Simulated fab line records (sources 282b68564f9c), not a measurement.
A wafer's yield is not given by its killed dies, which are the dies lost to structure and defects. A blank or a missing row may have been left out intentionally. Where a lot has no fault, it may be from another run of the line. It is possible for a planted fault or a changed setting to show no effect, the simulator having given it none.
fab line records / flow rit-cmos
record: lots: 15 wafers: 45 last-day: 7
route steps=202 shown NRETRO@58
lots with no fault: from the same line, run without faults
start-h: start of the lot's first displayed wafer, in hours after the record's first day / wait-h: hours from the lot's prior step to this one / " repeats the value in the row above / L1.1+2: a single row standing in for several wafers / - value missing, or start not given / * or withheld: withheld / < > ~ a bound
route shown NAME@n: names a module that has steps shown in the file, with the first one's number in the route / usual: mean/standard deviation taken from wafers without a fault / same: alike in all rows / chamber/n: place in a boat / sites: the reading at each site / _std_site: standard deviation of those values / _edge_site: outer sites' mean less inner sites' / radius-mm: for every site, how far away it sits from the centre of the wafer / mask NAME#n: copy n / behind: the most recent tool/chamber to have shaped the wafer / hold: what put the lot on hold/how long, in hours/how the hold closed / device: which transistor (n, p or np) failed to switch / end of line: tests of these same wafers at the route's end / step lacking rows: just its recipe / killed: the dies lost at the first sort to structure and to defects; this is not the yield of the wafer / map: a wafer's dies, x killed, . not, _ none there
set.NAME: the run value of the setting; set.NAME@STEP: its run value at that earlier step / model.NAME: the simulator's own value behind a step, which no gauge read
a sample of lots followed through the steps of the route, with each step as a table and each wafer as a row
== steps ==
step: RIT_NRETRO_DEVELOP_05
recipe: resist: NOVOLAK develop-time-s: 68 dev-temp-c: 23
usual: chill-plate-temp-C: 23.00/0.1 develop-time-s: 68/0 resist-line-temp-C: 23.00/0.1
lot.wafer=L272.2 tool=litho-track-04 chamber=0 start-h=29 wait-h=- chill-plate-temp-C=23.23 develop-time-s=68 resist-line-temp-C=23.00
lot.wafer=L272.4 tool=litho-track-04 chamber=0 start-h=29 wait-h=- chill-plate-temp-C=23.01 develop-time-s=68 resist-line-temp-C=23.04
lot.wafer=L272.5 tool=litho-track-04 chamber=0 start-h=29 wait-h=- chill-plate-temp-C=22.95 develop-time-s=68 resist-line-temp-C=22.99
lot.wafer=L273.3 tool=litho-track-01 chamber=0 start-h=33 wait-h=- chill-plate-temp-C=22.95 develop-time-s=68 resist-line-temp-C=22.99
lot.wafer=L273.5 tool=litho-track-01 chamber=0 start-h=33 wait-h=- chill-plate-temp-C=22.91 develop-time-s=68 resist-line-temp-C=23.07
lot.wafer=L273.6 tool=litho-track-01 chamber=0 start-h=33 wait-h=- chill-plate-temp-C=23.08 develop-time-s=68 resist-line-temp-C=23.10
lot.wafer=L274.1 tool=litho-track-01 chamber=0 start-h=39 wait-h=- chill-plate-temp-C=23.07 develop-time-s=68 resist-line-temp-C=22.99
lot.wafer=L274.4 tool=litho-track-01 chamber=0 start-h=39 wait-h=- chill-plate-temp-C=23.08 develop-time-s=68 resist-line-temp-C=22.97
lot.wafer=L274.5 tool=litho-track-01 chamber=0 start-h=39 wait-h=- chill-plate-temp-C=22.93 develop-time-s=68 resist-line-temp-C=23.11
lot.wafer=L275.1 tool=litho-track-01 chamber=0 start-h=44 wait-h=- chill-plate-temp-C=22.88 develop-time-s=68 resist-line-temp-C=23.04
lot.wafer=L275.3 tool=litho-track-01 chamber=0 start-h=44 wait-h=- chill-plate-temp-C=22.96 develop-time-s=68 resist-line-temp-C=22.93
lot.wafer=L275.6 tool=litho-track-01 chamber=0 start-h=44 wait-h=- chill-plate-temp-C=22.84 develop-time-s=68 resist-line-temp-C=22.98
lot.wafer=L276.2 tool=litho-track-02 chamber=0 start-h=49 wait-h=- chill-plate-temp-C=23.07 develop-time-s=68 resist-line-temp-C=23.11
lot.wafer=L276.5 tool=litho-track-02 chamber=0 start-h=49 wait-h=- chill-plate-temp-C=22.91 develop-time-s=68 resist-line-temp-C=23.12
lot.wafer=L276.6 tool=litho-track-02 chamber=0 start-h=49 wait-h=- chill-plate-temp-C=23.10 develop-time-s=68 resist-line-temp-C=23.03
lot.wafer=L278.1 tool=litho-track-02 chamber=0 start-h=58 wait-h=- chill-plate-temp-C=22.92 develop-time-s=68 resist-line-temp-C=23.17
lot.wafer=L278.4 tool=litho-track-02 chamber=0 start-h=58 wait-h=- chill-plate-temp-C=22.96 develop-time-s=68 resist-line-temp-C=23.02
lot.wafer=L278.6 tool=litho-track-02 chamber=0 start-h=58 wait-h=- chill-plate-temp-C=22.90 develop-time-s=68 resist-line-temp-C=23.03
lot.wafer=L280.2 tool=litho-track-01 chamber=0 start-h=69 wait-h=- chill-plate-temp-C=23.00 develop-time-s=68 resist-line-temp-C=23.16
lot.wafer=L280.3 tool=litho-track-01 chamber=0 start-h=69 wait-h=- chill-plate-temp-C=23.13 develop-time-s=68 resist-line-temp-C=22.99
lot.wafer=L280.4 tool=litho-track-01 chamber=0 start-h=69 wait-h=- chill-plate-temp-C=23.26 develop-time-s=68 resist-line-temp-C=23.09
lot.wafer=L281.1 tool=litho-track-02 chamber=0 start-h=75 wait-h=- chill-plate-temp-C=22.92 develop-time-s=68 resist-line-temp-C=23.05
lot.wafer=L281.2 tool=litho-track-02 chamber=0 start-h=75 wait-h=- chill-plate-temp-C=22.86 develop-time-s=68 resist-line-temp-C=22.93
lot.wafer=L281.5 tool=litho-track-02 chamber=0 start-h=75 wait-h=- chill-plate-temp-C=22.94 develop-time-s=68 resist-line-temp-C=23.07
lot.wafer=L282.3 tool=litho-track-04 chamber=0 start-h=79 wait-h=- chill-plate-temp-C=22.97 develop-time-s=68 resist-line-temp-C=23.05
lot.wafer=L282.4 tool=litho-track-04 chamber=0 start-h=79 wait-h=- chill-plate-temp-C=22.96 develop-time-s=68 resist-line-temp-C=23.09
lot.wafer=L282.6 tool=litho-track-04 chamber=0 start-h=79 wait-h=- chill-plate-temp-C=23.18 develop-time-s=68 resist-line-temp-C=23.12
lot.wafer=L284.2 tool=litho-track-04 chamber=0 start-h=89 wait-h=- chill-plate-temp-C=22.91 develop-time-s=68 resist-line-temp-C=22.94
lot.wafer=L284.3 tool=litho-track-04 chamber=0 start-h=89 wait-h=- chill-plate-temp-C=22.85 develop-time-s=68 resist-line-temp-C=22.98
lot.wafer=L284.6 tool=litho-track-04 chamber=0 start-h=89 wait-h=- chill-plate-temp-C=22.98 develop-time-s=68 resist-line-temp-C=22.95
lot.wafer=L291.1 tool=litho-track-04 chamber=- start-h=126 wait-h=- chill-plate-temp-C=- develop-time-s=- resist-line-temp-C=-
lot.wafer=L291.2 tool=litho-track-04 chamber=- start-h=126 wait-h=- chill-plate-temp-C=- develop-time-s=- resist-line-temp-C=-
lot.wafer=L291.6 tool=litho-track-04 chamber=- start-h=126 wait-h=- chill-plate-temp-C=- develop-time-s=- resist-line-temp-C=-
lot.wafer=L292.3 tool=litho-track-04 chamber=- start-h=131 wait-h=- chill-plate-temp-C=- develop-time-s=- resist-line-temp-C=-
lot.wafer=L292.4 tool=litho-track-04 chamber=- start-h=131 wait-h=- chill-plate-temp-C=- develop-time-s=- resist-line-temp-C=-
lot.wafer=L292.6 tool=litho-track-04 chamber=- start-h=132 wait-h=- chill-plate-temp-C=- develop-time-s=- resist-line-temp-C=-
lot.wafer=L293.2 tool=litho-track-02 chamber=- start-h=136 wait-h=- chill-plate-temp-C=- develop-time-s=- resist-line-temp-C=-
lot.wafer=L293.5 tool=litho-track-02 chamber=- start-h=136 wait-h=- chill-plate-temp-C=- develop-time-s=- resist-line-temp-C=-
lot.wafer=L293.6 tool=litho-track-02 chamber=- start-h=136 wait-h=- chill-plate-temp-C=- develop-time-s=- resist-line-temp-C=-
lot.wafer=L294.1 tool=litho-track-01 chamber=0 start-h=140 wait-h=- chill-plate-temp-C=22.91 develop-time-s=68 resist-line-temp-C=23.25
lot.wafer=L294.2 tool=litho-track-01 chamber=0 start-h=140 wait-h=- chill-plate-temp-C=23.04 develop-time-s=68 resist-line-temp-C=22.91
lot.wafer=L294.6 tool=litho-track-01 chamber=0 start-h=141 wait-h=- chill-plate-temp-C=22.86 develop-time-s=68 resist-line-temp-C=23.12
lot.wafer=L295.2 tool=litho-track-04 chamber=0 start-h=146 wait-h=- chill-plate-temp-C=22.80 develop-time-s=68 resist-line-temp-C=23.28
lot.wafer=L295.3 tool=litho-track-04 chamber=0 start-h=146 wait-h=- chill-plate-temp-C=22.98 develop-time-s=68 resist-line-temp-C=23.07
lot.wafer=L295.4 tool=litho-track-04 chamber=0 start-h=146 wait-h=- chill-plate-temp-C=23.00 develop-time-s=68 resist-line-temp-C=23.26
== key ==
first-sign: step: RIT_NRETRO_DEVELOP_05 reading: tool-record direction: missing
effect none on later readings
met-at RIT_NRETRO_DEVELOP_05
struck-lots L291,L292,L293
sort-left-out L291.1,L291.2,L291.6,L292.3,L292.4,L292.6,L293.2,L293.5,L293.6
tester-left-out L291,L292,L293
onset-between 89 126
fault: kind: skipped-step-whole tool: litho-track-02,litho-track-04 chamber: - onset-h: 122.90 steps: RIT_NRETRO_DEVELOP_05 scope: struck-lots-only
tester-left-out: of these lots the tester's yield and bins aren't shown, on N5 and GAA mostly nor the transistor test; their killed dies are dies lost to structure and defects alone, not to doping, threshold or leakage, so they don't give the yield
sort-left-out: the simulated sort isn't trusted on such a fault, so these wafers' sort isn't shown, and their yield isn't known
